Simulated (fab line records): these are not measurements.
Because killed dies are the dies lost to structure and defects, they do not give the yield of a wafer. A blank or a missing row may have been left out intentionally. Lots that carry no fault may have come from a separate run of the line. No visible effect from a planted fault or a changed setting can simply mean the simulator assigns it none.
fab line records    flow berkeley-cmos170
[record] lots = 14  wafers = 42  last-day = 12
route steps=331 shown ACTIVE@74 SCREENOX@102 NVT@112 GATE@140
lots untouched by any fault: they come from a run of this same line in which no faults occurred
start-h: start of the lot's first displayed wafer, in hours after the record's first day    wait-h: hours from the lot's prior step to this one    " same as the row above    L1.1+2: a row that stands for several wafers    - no value, or no start was given    * or withheld: withheld    < > ~ a bound
route shown NAME@n: names a module that has steps shown in the file, with the first one's number in the route    usual: mean/standard deviation of fault-free wafers    same: alike in all rows    chamber/n: place in a boat    sites: readings site by site    _std_site: standard deviation across them    _edge_site: inner sites' mean taken away from outer sites' mean    radius-mm: how far each site lies from the wafer's centre    mask NAME#n: copy n    behind: the last tool/chamber to shape the wafer    hold: why the lot went on hold/how many hours it stayed there/how the hold came to an end    device: the transistor (n, p or np) that didn't switch    end of line: the tests these same wafers got at the end of their route    a step given without rows: its recipe and nothing more    killed: not the wafer's yield, but the dies lost to structure and defects at the first sort    map: the dies of a wafer, with x for killed, . for not killed, _ for no die there
set.NAME: the setting the step ran with; set.NAME@STEP: the setting that earlier step ran with    model.NAME: the simulator's own value behind a step, which no gauge read
steps of the route over a sample of lots; a table a step, a row a wafer
services: when a tool's chamber went out of use (start-h, in hours from the record's first day, below 0 if earlier), for how many hours, and the reason
[[steps]]
[step UCB170_ACTIVE_OVL_MEAS_14]
[usual] ACTIVE_OVL = 2/5
lot.wafer  tool        chamber  start-h  wait-h  ACTIVE_OVL[nm]
L610.2     overlay-01  -        65.45    0.1     -3
L610.3     "           -        "        "       -6
L610.6     "           -        "        "       -7
L611.1     overlay-02  -        82.48    0.1     -3
L611.2     "           -        "        "       -1
L611.4     "           -        "        "       9
L612.1     overlay-02  -        88.67    0.1     -2
L612.5     "           -        "        "       -2
L612.6     "           -        "        "       1
L616.1     overlay-02  -        103.72   0.1     7
L616.3     "           -        "        "       4
L616.4     "           -        "        "       3
L617.1     overlay-02  -        115.22   0.1     0
L617.2     "           -        "        "       8
L617.6     "           -        "        "       10
L622.3     overlay-01  -        130.54   0.1     -3
L622.4     "           -        "        "       2
L622.5     "           -        "        "       0
L620.2     overlay-02  -        130.80   0.1     -4
L620.3     "           -        "        "       2
L620.5     "           -        "        "       -1
L623.3     overlay-01  -        140.05   0.1     0
L623.5     "           -        "        "       1
L623.6     "           -        "        "       9
L627.2     overlay-01  -        164.73   0.1     2
L627.5     "           -        "        "       -1
L627.6     "           -        "        "       0
L629.1     overlay-01  -        175.16   0.1     -1
L629.2     "           -        "        "       -2
L629.5     "           -        "        "       9
L628.2     overlay-02  -        175.75   0.1     4
L628.4     "           -        "        "       8
L628.6     "           -        "        "       3
L630.4     overlay-01  -        180.95   0.1     2
L630.5     "           -        "        "       3
L630.6     "           -        "        "       4
L632.1     overlay-02  -        190.19   0.1     4
L632.2     "           -        "        "       -2
L632.6     "           -        "        "       -5
L633.2     overlay-01  -        190.32   0.1     0
L633.5     "           -        "        "       8
L633.6     "           -        "        "       8
[step UCB170_SCREENOX_THK_MEAS_02]
[recipe] reads = SiO2_of_SCREENOX_OXIDATION_01
[usual] SCREENOX_OXIDE_THK = 14.5/0.34
lot.wafer  tool           chamber  start-h  wait-h  SCREENOX_OXIDE_THK[nm]
L610.2     film-metro-04  -        88.97    0.0     14.5
L610.3     "              -        "        "       14.4
L610.6     "              -        "        "       14.4
L611.1     film-metro-04  -        106.72   0.0     14.7
L611.2     "              -        "        "       14.8
L611.4     "              -        "        "       14.5
L612.1     film-metro-04  -        111.87   0.0     14.8
L612.5     "              -        "        "       14.8
L612.6     "              -        "        "       14.6
L616.1     film-metro-01  -        130.88   0.0     14.8
L616.3     "              -        "        "       14.9
L616.4     "              -        "        "       14.7
L617.1     film-metro-04  -        142.88   0.0     14.6
L617.2     "              -        "        "       14.5
L617.6     "              -        "        "       14.4
L620.2     film-metro-01  -        158.50   0.0     14.3
L620.3     "              -        "        "       14.9
L620.5     "              -        "        "       14.7
L622.3     film-metro-02  -        158.51   0.0     14.0
L622.4     "              -        "        "       14.3
L622.5     "              -        "        "       14.3
L623.3     film-metro-04  -        168.26   0.0     14.1
L623.5     "              -        "        "       14.2
L623.6     "              -        "        "       14.1
L627.2     film-metro-02  -        191.24   0.0     14.5
L627.5     "              -        "        "       14.7
L627.6     "              -        "        "       14.5
L629.1     film-metro-02  -        201.18   0.0     14.3
L629.2     "              -        "        "       14.1
L629.5     "              -        "        "       14.1
L628.2     film-metro-01  -        201.19   0.0     14.8
L628.4     "              -        "        "       14.9
L628.6     "              -        "        "       14.9
L630.4     film-metro-01  -        208.12   0.0     15.4
L630.5     "              -        "        "       15.4
L630.6     "              -        "        "       14.9
L633.2     film-metro-04  -        213.69   0.0     14.4
L633.5     "              -        "        "       14.7
L633.6     "              -        "        "       14.5
L632.1     film-metro-01  -        213.74   0.1     13.8
L632.2     "              -        "        "       14.0
L632.6     "              -        "        "       14.3
[step UCB170_NVT_STRIP_08]
[recipe] chemistry = O2  power-w = 400  pressure-mtorr = 3500  platen-temp-c = withheld  o2-flow-sccm = 400  overash-fraction = 0.5
[usual] drypump-motor-current-A = 5.6/0.5  oes-product-au = 0.734/0.0047  strip-time-to-endpoint-s = 21.50/0.06
lot.wafer  tool             chamber  start-h  wait-h  drypump-motor-current-A  oes-product-au  rf-hours-counter-h  strip-time-to-endpoint-s
L610.2     plasma-asher-01  0        93.80    0.1     5.2                      0.726           38                  21.34
L610.3     "                1        "        "       6.1                      0.733           -                   21.44
L610.6     "                0        "        "       5.2                      0.735           -                   21.38
L611.1     plasma-asher-04  0        111.85   0.1     5.8                      0.733           33                  21.48
L611.2     "                1        "        "       4.7                      0.735           33                  21.55
L611.4     "                1        "        "       4.7                      0.731           -                   21.55
L612.1     plasma-asher-01  0        117.58   0.1     5.2                      0.741           41                  21.49
L612.5     "                0        "        "       5.2                      0.735           -                   21.51
L612.6     "                1        "        "       6.1                      0.733           -                   21.48
L616.1     plasma-asher-03  0        136.12   0.1     6.1                      0.727           1                   21.42
L616.3     "                0        "        "       6.1                      0.727           -                   21.48
L616.4     "                1        "        "       6.0                      0.729           -                   21.50
L617.1     plasma-asher-04  1        147.84   0.1     4.8                      0.733           37                  21.49
L617.2     "                0        "        "       5.8                      0.729           37                  21.49
L617.6     "                1        "        "       4.7                      0.735           -                   21.60
L620.2     plasma-asher-01  0        163.64   0.1     5.2                      0.737           46                  21.45
L620.3     "                1        "        "       6.1                      0.732           -                   21.44
L620.5     "                0        "        "       5.2                      0.732           -                   21.52
L622.3     plasma-asher-01  1        163.95   0.1     6.1                      0.736           -                   21.47
L622.4     "                0        "        "       5.2                      0.738           -                   21.48
L622.5     "                1        "        "       6.1                      0.739           -                   21.43
L623.3     plasma-asher-03  1        173.73   0.1     6.0                      0.732           -                   21.44
L623.5     "                1        "        "       6.1                      0.735           -                   21.43
L623.6     "                0        "        "       6.1                      0.734           -                   21.53
L627.2     plasma-asher-01  0        196.25   0.1     5.1                      0.728           50                  21.53
L627.5     "                0        "        "       5.2                      0.735           -                   21.51
L627.6     "                1        "        "       6.0                      0.739           -                   21.45
L628.2     plasma-asher-04  1        207.58   0.1     4.8                      0.723           44                  21.54
L628.4     "                0        "        "       5.8                      0.734           -                   21.50
L628.6     "                1        "        "       4.8                      0.737           -                   21.48
L629.1     plasma-asher-01  0        207.82   0.1     5.1                      0.732           51                  21.52
L629.2     "                1        "        "       6.0                      0.730           51                  21.45
L629.5     "                1        "        "       6.0                      0.731           -                   21.49
L630.4     plasma-asher-03  1        212.19   0.1     6.0                      0.725           -                   21.54
L630.5     "                1        "        "       6.0                      0.728           -                   21.51
L630.6     "                0        "        "       6.1                      0.740           -                   21.53
L633.2     plasma-asher-01  1        219.03   0.1     6.1                      0.725           52                  21.40
L633.5     "                1        "        "       6.1                      0.734           -                   21.38
L633.6     "                0        "        "       5.1                      0.734           -                   21.42
L632.1     plasma-asher-01  1        219.52   0.1     6.1                      0.730           52                  21.55
L632.2     "                0        "        "       5.2                      0.734           52                  21.39
L632.6     "                0        "        "       5.2                      0.741           -                   21.48
[step UCB170_GATE_ETCH_14]
[recipe] chemistry = N2/H2  target-depth-a = withheld  overetch-a = withheld  target = BARC  time-s = withheld  source-w = 500  bias-w = 100  pressure-mtorr = 30  n2-flow-sccm = 100  h2-flow-sccm = 200
[usual] bias-w = 100.0/0.31  chamber-pressure-mTorr = 29.995/0.029  drypump-motor-current-A = 5.8/0.38  n2-flow-sccm = 99.97/0.29  oes-product-au = 1.005/0.021  throttle-valve-pct = 13.31/0.18
lot.wafer  tool         chamber  start-h  wait-h  bias-w  chamber-pressure-mTorr  drypump-motor-current-A  n2-flow-sccm  oes-product-au  throttle-valve-pct
L610.2     rie-diel-02  0        106.71   0.0     100.1   29.945                  5.9                      99.79         1.032           13.53
L610.3     "            1        "        "       100.0   29.971                  6.2                      99.79         0.992           13.17
L610.6     "            2        "        "       99.5    29.983                  6.4                      99.94         1.037           12.97
L611.1     rie-diel-01  1        127.59   0.0     100.2   30.024                  5.9                      99.77         1.024           13.53
L611.2     "            0        "        "       100.6   29.975                  5.6                      99.52         0.999           13.25
L611.4     "            2        "        "       100.3   29.971                  5.6                      99.66         0.978           13.27
L612.1     rie-diel-02  0        137.14   0.0     99.9    29.999                  5.9                      100.07        1.029           13.55
L612.5     "            1        "        "       99.9    29.983                  6.2                      100.36        0.995           13.18
L612.6     "            0        "        "       100.0   30.039                  5.9                      100.32        1.034           13.55
L616.1     rie-diel-01  2        153.82   0.0     100.8   30.036                  5.7                      100.00        0.983           13.29
L616.3     "            0        "        "       100.1   29.966                  5.6                      100.34        0.982           13.30
L616.4     "            3        "        "       100.3   29.982                  5.8                      100.06        1.040           13.34
L617.1     rie-diel-04  2        163.45   0.0     100.5   29.949                  5.7                      100.12        1.005           13.36
L617.2     "            1        "        "       99.9    30.035                  6.0                      100.32        0.993           13.55
L617.6     "            0        "        "       100.2   30.030                  5.2                      99.99         0.998           13.12
L620.2     rie-diel-02  1        179.09   0.0     -       -                       -                        -             -               -
L620.3     "            0        "        "       -       -                       -                        -             -               -
L620.5     "            3        "        "       -       -                       -                        -             -               -
L622.3     rie-diel-04  2        179.36   0.0     -       -                       -                        -             -               -
L622.4     "            3        "        "       -       -                       -                        -             -               -
L622.5     "            3        "        "       -       -                       -                        -             -               -
L623.3     rie-diel-02  0        188.62   0.0     99.6    30.014                  5.9                      100.14        1.024           13.55
L623.5     "            2        "        "       100.6   29.969                  6.4                      100.05        1.022           12.98
L623.6     "            3        "        "       100.1   30.011                  6.4                      100.06        0.992           13.31
L627.2     rie-diel-04  2        214.89   0.0     99.8    29.996                  5.7                      99.97         1.018           13.35
L627.5     "            2        "        "       100.1   29.981                  5.7                      99.96         1.016           13.34
L627.6     "            3        "        "       99.8    30.060                  5.2                      99.95         0.983           13.24
L628.2     rie-diel-04  1        223.82   0.0     100.4   29.982                  6.0                      100.20        0.994           13.56
L628.4     "            0        "        "       100.2   29.992                  5.2                      99.78         1.005           13.10
L628.6     "            1        "        "       100.3   30.054                  6.0                      100.07        0.991           13.56
L629.1     rie-diel-01  1        223.94   0.0     100.1   29.982                  5.9                      99.71         1.017           13.53
L629.2     "            0        "        "       99.7    29.972                  5.6                      99.70         0.976           13.31
L629.5     "            1        "        "       99.9    29.991                  5.9                      100.23        1.026           13.52
L630.4     rie-diel-02  0        229.01   0.0     100.1   30.024                  5.9                      100.03        1.015           13.57
L630.5     "            1        "        "       99.9    30.018                  6.2                      99.86         0.993           13.19
L630.6     "            2        "        "       99.1    29.973                  6.4                      99.74         1.029           12.97
L633.2     rie-diel-02  3        236.51   0.0     99.5    29.940                  6.4                      99.87         0.986           13.31
L633.5     "            0        "        "       99.8    30.035                  5.9                      100.36        1.020           13.57
L633.6     "            3        "        "       99.9    29.955                  6.4                      99.53         0.988           13.30
L632.1     rie-diel-01  1        236.63   0.0     99.4    30.005                  5.9                      99.89         1.019           13.54
L632.2     "            2        "        "       100.0   30.013                  5.6                      99.82         0.990           13.33
L632.6     "            3        "        "       100.4   30.000                  5.8                      99.56         1.041           13.36
[step UCB170_GATE_ETCH_15]
[recipe] chemistry = HBr/Cl2  target = poly-Si  stop-on = SiO2  over-etch-frac = 0.3  icp-w = 300  bias-w = 150  time-s = 56.3  pressure-mtorr = 15  HBr_flow_sccm = 150  Cl2_flow_sccm = 50  target-depth-a = 2782
[usual] HBr_flow_sccm = 150.0/0.45  bias-w = 150.0/0.48  drypump-motor-current-A = 5.8/0.56  oes-product-au = 0.824/0.017  throttle-valve-pct = 26.56/0.28
lot.wafer  tool       chamber  start-h  wait-h  HBr_flow_sccm  bias-w  drypump-motor-current-A  oes-product-au  rf-hours-counter-h  throttle-valve-pct
L610.2     rie-si-01  0        106.75   -       150.0          150.4   5.3                      0.812           76                  26.56
L610.3     "          1        "        "       150.1          149.4   6.5                      0.820           51                  26.63
L610.6     "          2        "        "       150.6          150.4   6.4                      0.830           -                   26.93
L611.1     rie-si-01  0        127.63   -       149.6          149.1   5.3                      0.818           76                  26.55
L611.2     "          2        "        "       149.0          149.9   6.3                      0.824           135                 26.94
L611.4     "          0        "        "       149.3          149.2   5.2                      0.817           -                   26.55
L612.1     rie-si-01  1        137.18   -       150.4          150.4   6.5                      0.824           51                  26.64
L612.5     "          1        "        "       149.9          150.6   6.5                      0.821           -                   26.62
L612.6     "          3        "        "       149.9          149.9   6.0                      0.809           -                   26.97
L616.1     rie-si-02  3        153.86   -       149.9          150.2   5.6                      0.835           105                 26.37
L616.3     "          1        "        "       150.2          150.1   6.1                      0.839           0                   26.03
L616.4     "          2        "        "       149.6          148.9   5.7                      0.851           11                  26.36
L617.1     rie-si-01  1        163.49   -       149.7          150.2   6.5                      0.822           52                  26.64
L617.2     "          0        "        "       150.6          149.9   5.3                      0.823           76                  26.56
L617.6     "          3        "        "       150.1          150.1   6.0                      0.814           -                   26.96
L620.2     rie-si-02  3        179.13   -       150.8          150.4   5.6                      0.267           105                 26.38
L620.3     "          2        "        "       150.0          150.6   5.7                      0.281           11                  26.37
L620.5     "          1        "        "       150.6          150.2   6.1                      0.274           -                   26.03
L622.3     rie-si-01  0        179.41   -       149.6          150.0   5.3                      0.267           76                  26.56
L622.4     "          2        "        "       150.7          150.1   6.4                      0.267           0                   26.85
L622.5     "          0        "        "       150.2          150.5   5.3                      0.269           -                   26.56
L623.3     rie-si-02  0        188.66   -       150.3          149.4   4.8                      0.795           54                  26.71
L623.5     "          1        "        "       150.0          150.5   6.2                      0.836           -                   26.02
L623.6     "          2        "        "       149.9          149.9   5.7                      0.854           -                   26.37
L627.2     rie-si-01  3        214.93   -       150.3          149.3   6.0                      0.827           0                   26.97
L627.5     "          1        "        "       150.1          150.2   6.5                      0.831           -                   26.62
L627.6     "          0        "        "       151.0          149.8   5.2                      0.834           -                   26.57
L628.2     rie-si-02  3        223.86   -       149.3          150.8   5.6                      0.832           105                 26.36
L628.4     "          1        "        "       150.4          149.9   6.2                      0.845           1                   26.04
L628.6     "          2        "        "       149.7          149.2   5.6                      0.860           -                   26.37
L629.1     rie-si-01  3        223.98   -       151.1          149.6   6.0                      0.817           0                   26.97
L629.2     "          0        "        "       150.3          149.8   5.3                      0.807           77                  26.56
L629.5     "          1        "        "       150.3          149.5   6.5                      0.820           -                   26.62
L630.4     rie-si-02  3        229.05   -       150.2          150.4   5.6                      0.834           105                 26.36
L630.5     "          2        "        "       149.7          149.1   5.7                      0.862           -                   26.37
L630.6     "          1        "        "       149.9          149.1   6.2                      0.837           -                   26.03
L633.2     rie-si-02  0        236.55   -       150.1          151.0   4.7                      0.804           54                  26.69
L633.5     "          1        "        "       150.1          149.8   6.2                      0.821           -                   26.05
L633.6     "          0        "        "       150.0          149.8   4.7                      0.797           -                   26.70
L632.1     rie-si-01  0        236.67   -       150.2          151.7   5.3                      0.815           77                  26.56
L632.2     "          2        "        "       149.9          150.3   6.3                      0.811           0                   26.86
L632.6     "          1        "        "       150.4          149.5   6.6                      0.828           -                   26.62
[step UCB170_GATE_CD_MEAS_90]
[recipe] target-cd-nm = 350
[usual] cd-nm = 349.9/1.6
lot.wafer  tool       chamber  start-h  wait-h  cd-nm
L610.2     cd-sem-02  -        106.92   0.1     349.7
L610.3     "          -        "        "       350.4
L610.6     "          -        "        "       349.8
L611.1     cd-sem-02  -        127.78   0.1     349.0
L611.2     "          -        "        "       350.3
L611.4     "          -        "        "       349.7
L612.1     cd-sem-01  -        137.33   0.1     352.6
L612.5     "          -        "        "       352.6
L612.6     "          -        "        "       350.7
L616.1     cd-sem-02  -        154.01   0.1     349.9
L616.3     "          -        "        "       350.7
L616.4     "          -        "        "       348.6
L617.1     cd-sem-01  -        163.64   0.1     350.7
L617.2     "          -        "        "       350.3
L617.6     "          -        "        "       351.6
L620.2     cd-sem-02  -        179.30   0.1     -
L620.3     "          -        "        "       -
L620.5     "          -        "        "       -
L622.3     cd-sem-01  -        179.59   0.1     -
L622.4     "          -        "        "       -
L622.5     "          -        "        "       -
L623.3     cd-sem-01  -        188.85   0.1     352.4
L623.5     "          -        "        "       351.5
L623.6     "          -        "        "       350.9
L627.2     cd-sem-02  -        215.10   0.1     349.9
L627.5     "          -        "        "       349.7
L627.6     "          -        "        "       350.4
L628.2     cd-sem-02  -        224.03   0.1     347.7
L628.4     "          -        "        "       349.1
L628.6     "          -        "        "       349.2
L629.1     cd-sem-01  -        224.13   0.1     350.9
L629.2     "          -        "        "       349.7
L629.5     "          -        "        "       349.5
L630.4     cd-sem-02  -        229.26   0.1     349.5
L630.5     "          -        "        "       351.1
L630.6     "          -        "        "       350.5
L633.2     cd-sem-02  -        236.79   0.2     350.6
L633.5     "          -        "        "       348.6
L633.6     "          -        "        "       347.6
L632.1     cd-sem-02  -        236.89   0.1     348.6
L632.2     "          -        "        "       351.4
L632.6     "          -        "        "       349.7
[[services]]
tool             chamber  start-h  hours  kind
rie-diel-01      2        80.77    15.4   repair
rie-diel-04      3        83.60    5.3    repair
rie-diel-02      -        84.86    0.4    repair
plasma-asher-03  -        88.67    0.8    repair
rie-si-01        3        104.50   -      clean
rie-si-01        3        104.50   24.6   scheduled-down
rie-si-01        3        104.50   24.6   vent-cycle
plasma-asher-03  -        108.80   9.0    pm
plasma-asher-03  -        123.99   1.6    repair
rie-diel-02      2        125.65   4.1    repair
rie-diel-04      -        127.56   1.6    repair
rie-si-01        2        129.08   -      clean
rie-si-01        2        129.08   16.9   scheduled-down
rie-si-01        2        129.08   16.9   vent-cycle
plasma-asher-01  -        130.21   3.3    repair
rie-diel-02      -        137.97   0.4    repair
rie-diel-02      0        143.24   6.6    repair
plasma-asher-03  -        153.40   14.6   pm
rie-diel-02      2        158.73   5.1    repair
rie-diel-04      -        163.99   2.6    repair
rie-diel-01      3        165.64   4.1    repair
plasma-asher-03  -        194.99   2.1    repair
rie-si-02        -        197.23   0.5    repair
rie-si-02        3        235.76   -      clean
[[key]]
[first-sign] step = UCB170_GATE_ETCH_14  reading = tool-record  direction = missing
[effect] step = UCB170_GATE_ETCH_15  reading = oes-product-au  direction = down  sigmas = 32  usual = 0.824  struck = 0.271
[effect] step = UCB170_GATE_CD_MEAS_90  reading = cd-nm  direction = missing
met-at UCB170_GATE_ETCH_14
struck-lots L620,L622
later-rows-left-out L620.2,L620.3,L620.5,L622.3,L622.4,L622.5
sort-left-out L620.2,L620.3,L620.5,L622.3,L622.4,L622.5
tester-left-out L620,L622
not-acting-at UCB170_ACTIVE_OVL_MEAS_14,UCB170_SCREENOX_THK_MEAS_02,UCB170_NVT_STRIP_08
onset-between 163.45 179.09
[fault] kind = skipped-step-whole  tool = rie-diel-02,rie-diel-04  chamber = -  onset-h = 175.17  steps = UCB170_GATE_ETCH_14  scope = struck-lots-only
// tester-left-out: of these lots the tester's yield and bins aren't shown, on N5 and GAA mostly nor the transistor test; their killed dies are dies lost to structure and defects alone, not to doping, threshold or leakage, so they don't give the yield
// sort-left-out: the simulated sort isn't trusted on such a fault, so these wafers' sort isn't shown, and their yield isn't known
// later-rows-left-out: the simulator's readings of these wafers behind a module that went badly wrong aren't trusted and aren't shown, but for the sort
